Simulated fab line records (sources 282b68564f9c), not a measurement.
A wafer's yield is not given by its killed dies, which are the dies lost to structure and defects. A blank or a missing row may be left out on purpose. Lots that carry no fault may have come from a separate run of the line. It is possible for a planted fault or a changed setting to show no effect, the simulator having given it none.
A struck lot beside a sound one || flow rit cmos || 27 steps out of a route of 202
Sound: these wafers, L597.1, L597.3, L597.6. Wafers struck: L601.2, L601.3, L601.6. Last of all comes the cause.
Order at every step that has rows: each side's tool, ch and its chambers, its first start. Under that, the readings that differ: sound wafers || struck wafers || difference of the means || sigmas: that difference in standard deviations of wafers without a fault.
alike: readings whose means differ by less than 2 such deviations, and words and numbers that are the same on both sides. not compared: withheld readings, readings that some wafer has no value for, bounds like >300 that may hide the same value, and numbers for which the record gives no deviation and whose values overlap.
The two part at a step that has a row with sigmas, a row that says differs or no value, or rows on one side only. When numbers do not overlap yet have no deviation, they are printed without sigmas and do not part them. Lack of a reading on every wafer of one side parts them only where that side has two or more wafers.

RIT_SDANNEAL_RTA_03: time 5 s.
  sound on rtp anneal-02 ch 0, day 6 06:58; struck on rtp anneal-02 ch 0, day 7 02:52
{"reading": "chamber o2 ppm", "sound": "2.033 1.981 1.981", "struck": "2.063 2.026 2.042", "difference": "+0.045", "sigmas": "+2"}
  alike: ramp down c per s, ramp up c per s, wafer_temp_C_max
RIT_SDANNEAL_RS_MEAS_04: measurement is done with a four-point probe.
  sound on film metro-02, day 6 07:01; struck on film metro-02, day 7 02:56
  alike: PSD_RS
RIT_SDANNEAL_RS_MEAS_05: measurement is done with a four-point probe.
  sound on film metro-02, day 6 07:08; struck on film metro-02, day 7 03:03
  alike: NSD_RS
RIT_SDANNEAL_RS_MEAS_06: measurement is done with a four-point probe.
  sound on film metro-02, day 6 07:16; struck on film metro-02, day 7 03:10
  alike: PLDD_RS
RIT_SDANNEAL_RS_MEAS_07: measurement is done with a four-point probe.
  sound on film metro-02, day 6 07:23; struck on film metro-02, day 7 03:17
  alike: NLDD_RS
then, 1 step without rows for these wafers: RIT_SILICIDE_WET_ETCH_00 (etches SiO2 in BOE, target depth 14 nm, time 15 s).
RIT_SILICIDE_SPUTTER_01: material Ti, target thk 30 nm, time 240 s.
  sound on pvd sputter-03, day 6 07:31; struck on pvd sputter-03, day 7 03:24
  alike: throttle valve pct
RIT_SILICIDE_RS_MEAS_02: measurement is done with a four-point probe.
  sound on film metro-04, day 6 07:40; struck on film metro-04, day 7 03:34
  alike: SILICIDE_TI_RS
RIT_SILICIDE_THK_MEAS_03: measures by xrf.
  sound on film metro-04, day 6 07:47; struck on film metro-04, day 7 03:41
  alike: SILICIDE_TI_THK
RIT_SILICIDE_RTA_04: time 10 s, ramp up 5 s, ramp down 5 s.
  sound on rtp anneal-01 ch 0, day 6 07:50; struck on rtp anneal-01 ch 0, day 7 03:44
  alike: chamber o2 ppm, wafer_temp_C_max
then, 1 step without rows for these wafers: RIT_SILICIDE_WET_ETCH_05 (etches Ti in SPM, time 120 s).
RIT_SILICIDE_RTA_06: time 10 s, ramp up 5 s, ramp down 10 s.
  sound on rtp anneal-02 ch 0, day 6 07:57; struck on rtp anneal-02 ch 0, day 7 03:51
  alike: chamber o2 ppm, wafer_temp_C_max
RIT_CONTACT_CVD_00: deposits SiO2 from TEOS, target thk 400 nm, time 61 s.
  sound on pecvd-01 ch 0,1,2, day 6 08:01; struck on pecvd-02 ch 0,1,2, day 7 03:54
  no value came back on the struck wafers for heater power w (W), rf fwd power W (W); on the sound wafers heater power w (W) reads 353 285 390
then, 6 steps without rows for these wafers: RIT_CONTACT_HMDS_02 (prime time 60 s); RIT_CONTACT_COAT_03 (resist thk 1000 nm); RIT_CONTACT_SOFTBAKE_04 (time 60 s); RIT_CONTACT_EXPOSE_05 (exposes mask M11, target cd 1000 nm); RIT_CONTACT_PEB_06; RIT_CONTACT_DEVELOP_07 (develop time 120 s).
RIT_CONTACT_CD_MEAS_08: the cd target is 1000 nm.
  sound on cd sem-01, day 6 09:05; struck on cd sem-01, day 7 05:08
  alike: cd nm
RIT_CONTACT_OVL_MEAS_09:
  sound on overlay-01, day 6 09:13; struck on overlay-01, day 7 05:14
  alike: CONTACT_OVL
then, 1 step without rows for these wafers: RIT_CONTACT_HARDBAKE_10 (time 60 s).
RIT_CONTACT_ETCH_11: etches SiO2 in CHF3/CF4/Ar, stops on TiSi2, target depth 480 nm, time 320 s.
  sound on rie diel-04 ch 0,2, day 6 09:24; struck on rie diel-02 ch 1,3, day 7 05:25
{"reading": "oes product au (a.u.)", "sound": "0.966 0.993 0.975", "struck": "0.923 0.941 0.915", "difference": -0.052, "sigmas": -5}
{"reading": "model.etch.depth nm (nm)", "sound": "406.6 394.2 412.6", "struck": "0 0 0", "difference": -404, "sigmas": ""}
{"reading": "model.CONTACT.feature depth nm (nm)", "sound": "406.6 394.2 412.6", "struck": "1e-09 1e-09 1e-09", "difference": -4e+02, "sigmas": ""}
  alike: drypump motor current A, throttle valve pct
  not compared: rf hours counter h
RIT_CONTACT_STRIP_12: strips in O2, time 180 s.
  sound on plasma asher-03 ch 0,1, day 6 09:35; struck on plasma asher-01 ch 0,1, day 7 05:37
  alike: drypump motor current A
  not compared: rf hours counter h
RIT_CONTACT_CD_MEAS_90: the cd target is 1000 nm.
  sound on cd sem-02, day 6 09:46; struck on cd sem-02, day 7 05:48
{"reading": "cd nm (nm)", "sound": "995.9 993.8 995.5", "struck": "- - -", "difference": "no value on the struck wafers", "sigmas": ""}
then, 1 step without rows for these wafers: RIT_CONTACT_CLEAN_13 (cleans in SC1, time 600 s).
RIT_M1_PROBE_99:
  sound on prober-02, day 6 14:23; struck on prober-02, day 7 10:26
{"reading": "killed at contacts", "sound": "0 0 0", "struck": "264 262 263", "difference": "+263", "sigmas": "+99 or more"}
{"reading": "killed dies", "sound": "8 5 3", "struck": "264 264 264", "difference": "+259", "sigmas": "+81"}
{"reading": "killed on rim", "sound": "3 2 0", "struck": "70 70 70", "difference": "+68", "sigmas": "+49"}
  alike: killed at front end, killed open, killed short

== WHERE THEY PART ==
Earliest at RIT_SDANNEAL_RTA_03; latest, in this record, at RIT_M1_PROBE_99.

WHY: what the simulator had put in
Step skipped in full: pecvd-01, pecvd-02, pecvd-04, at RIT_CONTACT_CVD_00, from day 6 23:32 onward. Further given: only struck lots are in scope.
